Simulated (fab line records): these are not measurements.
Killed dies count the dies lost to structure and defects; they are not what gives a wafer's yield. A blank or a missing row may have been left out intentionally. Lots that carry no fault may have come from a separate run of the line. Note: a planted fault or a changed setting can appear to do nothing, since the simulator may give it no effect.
Which of the tools did it? | flow rit_cmos | 42 wafers from 14 lots sampled at 2 of the route's 202 steps

## WHAT THE GAUGES READ, wafer by wafer
The record holds no reading of a measuring or inspecting step that can be judged against a usual standard deviation.

## EACH LOT AND THE TOOL THAT RAN IT (in order: tool; ch and the chambers of the sampled wafers; start)
lot  | RIT_PSD_DEVELOP_05               | RIT_M1_PROBE_99
L633 | litho_track-04 ch 0, day 3 11:00 | -
L634 | litho_track-01 ch 0, day 3 17:00 | -
L635 | litho_track-01 ch 0, day 3 20:00 | -
L637 | litho_track-01 ch 0, day 4 06:00 | -
L639 | litho_track-01 ch 0, day 5 01:00 | -
L646 | litho_track-03 ch 0, day 6 22:00 | -
L649 | litho_track-01 ch 0, day 7 13:00 | prober-02, day 7 22:36
L650 | litho_track-04 ch 0, day 7 13:00 | -
L651 | litho_track-03 ch 0, day 7 13:00 | prober-01, day 8 00:06
L653 | litho_track-01 ch 0, day 7 21:00 | -
L652 | litho_track-03 ch 0, day 8 00:00 | -
L654 | litho_track-04 ch 0, day 8 00:00 | -
L655 | litho_track-03 ch 0, day 8 02:00 | -
L656 | litho_track-01 ch 0, day 8 05:00 | -
- RIT_PSD_DEVELOP_05: develop time 50 s.
- RIT_M1_PROBE_99

## AS READ BY THE TOOLS THEMSELVES (means over the sampled wafers that have a number; for cases with no such wafer, the mark the record gives instead)
RIT_PSD_DEVELOP_05. Usual: developer_temp_C 22.99 C, standard deviation 0.11; resist_line_temp_C 22.97 C, standard deviation 0.097.
lot  | tool           | developer_temp_C (C) | resist_line_temp_C (C) | flag
L633 | litho_track-04 | 23.14                | 22.92                  |
L634 | litho_track-01 | 23.02                | 22.92                  |
L635 | litho_track-01 | 22.98                | 22.88                  |
L637 | litho_track-01 | 20.59                | 22.95                  | OFF
L639 | litho_track-01 | 20.72                | 22.92                  | OFF
L646 | litho_track-03 | 22.91                | 22.92                  |
L649 | litho_track-01 | 22.94                | 22.98                  |
L650 | litho_track-04 | 23.02                | 23.10                  |
L651 | litho_track-03 | 23.10                | 22.96                  |
L653 | litho_track-01 | 22.85                | 23.05                  |
L652 | litho_track-03 | 22.91                | 23.08                  |
L654 | litho_track-04 | 22.75                | 23.02                  |
L655 | litho_track-03 | 23.18                | 22.95                  |
L656 | litho_track-01 | 22.97                | 22.99                  |

RIT_M1_PROBE_99. Usual: killed_at_contacts 0.1, standard deviation 0.28; killed_at_front_end 7.1, standard deviation 2.8; killed_dies 7.1, standard deviation 2.9; killed_open 3.4, standard deviation 2; killed_short 3.6, standard deviation 2.1.
lot  | tool      | killed_at_contacts | killed_at_front_end | killed_dies | killed_open | killed_short | flag
L649 | prober-02 | 0.0                | 4.7                 | 4.7         | 2.7         | 2.0          |
L651 | prober-01 | 0.0                | 5.7                 | 5.7         | 2.7         | 3.0          |

## THE ANSWER, worked out from the rows above alone
Rule: take the mean of a lot's wafers that have a number; if it is more than 3 standard deviations from the usual mean, the lot is off. A lot without any number at a reading at which 4 lots or more have one is off too. Any other lot the step has rows for is counted as sound. Order of review: gauges by route order, followed by the tools' own readings, for which a lot's mean as printed above is used. At the first step where some lot is off, the reading lying furthest off is the one used; lots without a number count as furthest.
Off: L637, L639 (RIT_PSD_DEVELOP_05, developer_temp_C).
A tool fits if, at that step or a process step before it, it ran every lot that is off, and no sound lot after the first of them. None of those tried fits.

## WHAT THE SIMULATOR HAD PUT IN
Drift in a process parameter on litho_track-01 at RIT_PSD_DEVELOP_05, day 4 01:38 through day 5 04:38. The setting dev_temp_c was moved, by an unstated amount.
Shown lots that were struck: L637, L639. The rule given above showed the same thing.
